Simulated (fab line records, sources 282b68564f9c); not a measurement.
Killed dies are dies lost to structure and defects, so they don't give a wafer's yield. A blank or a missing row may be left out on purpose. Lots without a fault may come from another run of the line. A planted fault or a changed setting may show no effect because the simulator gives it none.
Which tool did it? | flow rit_cmos | 14 lots, 42 wafers sampled, at 3 steps of a route of 202

WHAT THE GAUGES READ, wafer by wafer
RIT_M1_RS_MEAS_01: measures by four-point-probe.
lot  | measured    | on            | M1_AL_RS (ohm/sq)
L206 | day 3 16:13 | film_metro-04 | 0.0729 0.0732 0.0722
L207 | day 3 16:43 | film_metro-04 | 0.0752 0.0746 0.0746
L208 | day 3 18:28 | film_metro-02 | 0.0730 0.0738 0.0733
L209 | day 4 05:20 | film_metro-02 | 0.0732 0.0739 0.0724
L211 | day 4 12:10 | film_metro-03 | 0.0736 0.0738 0.0736
L213 | day 4 21:47 | film_metro-03 | 0.0738 0.0740 0.0740
L215 | day 5 09:28 | film_metro-04 | 0.0741 0.0730 0.0734
L216 | day 5 13:23 | film_metro-03 | 0.0730 0.0735 0.0733
L217 | day 5 13:55 | film_metro-04 | 0.0724 0.0725 0.0728
L222 | day 6 21:41 | film_metro-03 | 0.0747 0.0749 0.0817
L224 | day 7 18:40 | film_metro-04 | 0.0810 0.0732 0.0750
L227 | day 8 08:29 | film_metro-03 | 0.0741 0.0737 0.0738
L228 | day 8 17:04 | film_metro-03 | 0.0739 0.0734 0.0737
L229 | day 8 23:23 | film_metro-04 | 0.0726 0.0728 0.0721

RIT_M1_THK_MEAS_02: measures by xrf.
lot  | measured    | on            | M1_AL_THK (nm)
L206 | day 3 16:20 | film_metro-04 | 404 401 406
L207 | day 3 16:50 | film_metro-04 | 392 393 395
L208 | day 3 18:34 | film_metro-02 | 401 395 397
L209 | day 4 05:26 | film_metro-02 | 399 396 405
L211 | day 4 12:17 | film_metro-03 | 399 398 399
L213 | day 4 21:54 | film_metro-03 | 396 397 396
L215 | day 5 09:35 | film_metro-04 | 398 402 400
L216 | day 5 13:29 | film_metro-03 | 401 399 401
L217 | day 5 14:02 | film_metro-04 | 406 403 406
L222 | day 6 21:48 | film_metro-03 | 396 392 359
L224 | day 7 18:47 | film_metro-04 | 365 402 395
L227 | day 8 08:35 | film_metro-03 | 394 400 398
L228 | day 8 17:11 | film_metro-03 | 398 398 397
L229 | day 8 23:30 | film_metro-04 | 408 406 408

WHICH TOOL RAN EACH LOT (tool, then ch and the chambers of the sampled wafers, then the start)
lot  | RIT_M1_SPUTTER_00
L206 | pvd_sputter-04, day 3 15:55
L207 | pvd_sputter-01, day 3 16:25
L208 | pvd_sputter-03, day 3 18:08
L209 | pvd_sputter-04, day 4 05:01
L211 | pvd_sputter-04, day 4 11:52
L213 | pvd_sputter-04, day 4 21:29
L215 | pvd_sputter-04, day 5 09:10
L216 | pvd_sputter-03, day 5 13:03
L217 | pvd_sputter-04, day 5 13:35
L222 | pvd_sputter-03, day 6 21:23
L224 | pvd_sputter-03, day 7 18:21
L227 | pvd_sputter-01, day 8 08:10
L228 | pvd_sputter-01, day 8 16:46
L229 | pvd_sputter-04, day 8 23:04
- RIT_M1_SPUTTER_00: material Al, target thk 400 nm, time 500 s.

WHAT THE TOOLS THEMSELVES READ (means of the sampled wafers that have a number; where no wafer has one, the mark that the record gives instead)
RIT_M1_SPUTTER_00.
lot  | tool           | throttle_valve_pct (%)
L206 | pvd_sputter-04 | 29.9
L207 | pvd_sputter-01 | 29.2
L208 | pvd_sputter-03 | 29.9
L209 | pvd_sputter-04 | 29.7
L211 | pvd_sputter-04 | 30.3
L213 | pvd_sputter-04 | 31.3
L215 | pvd_sputter-04 | 30.3
L216 | pvd_sputter-03 | 29.8
L217 | pvd_sputter-04 | 29.5
L222 | pvd_sputter-03 | 29.7
L224 | pvd_sputter-03 | 30.1
L227 | pvd_sputter-01 | 30.9
L228 | pvd_sputter-01 | 30.3
L229 | pvd_sputter-04 | 29.7

THE ANSWER, worked out from the rows above alone
Rule: what is usual is taken from the lots themselves. Put in order of their means at a reading, lots are off if they are a third of the lots or fewer, leave a main group of 4 or more, and stand apart from it by a gap of 3 or more times the standard deviation of the main group's means; of several such gaps the widest counts. A main group whose means are all the same, to the digits that the tables above print for the reading, isn't used. A lot without any number at a reading at which 4 lots or more have one is off too. The other lots that the step has rows for count as sound. The gauges are gone through in route order, then the tools' own readings, and for those a lot's mean is taken as printed above. The first step at which some lot is off is used, and at that step the reading that is off furthest; a lot without a number counts as furthest.
No lot is off at any reading shown: from this, nothing can be told.

WHAT THE SIMULATOR HAD PUT IN
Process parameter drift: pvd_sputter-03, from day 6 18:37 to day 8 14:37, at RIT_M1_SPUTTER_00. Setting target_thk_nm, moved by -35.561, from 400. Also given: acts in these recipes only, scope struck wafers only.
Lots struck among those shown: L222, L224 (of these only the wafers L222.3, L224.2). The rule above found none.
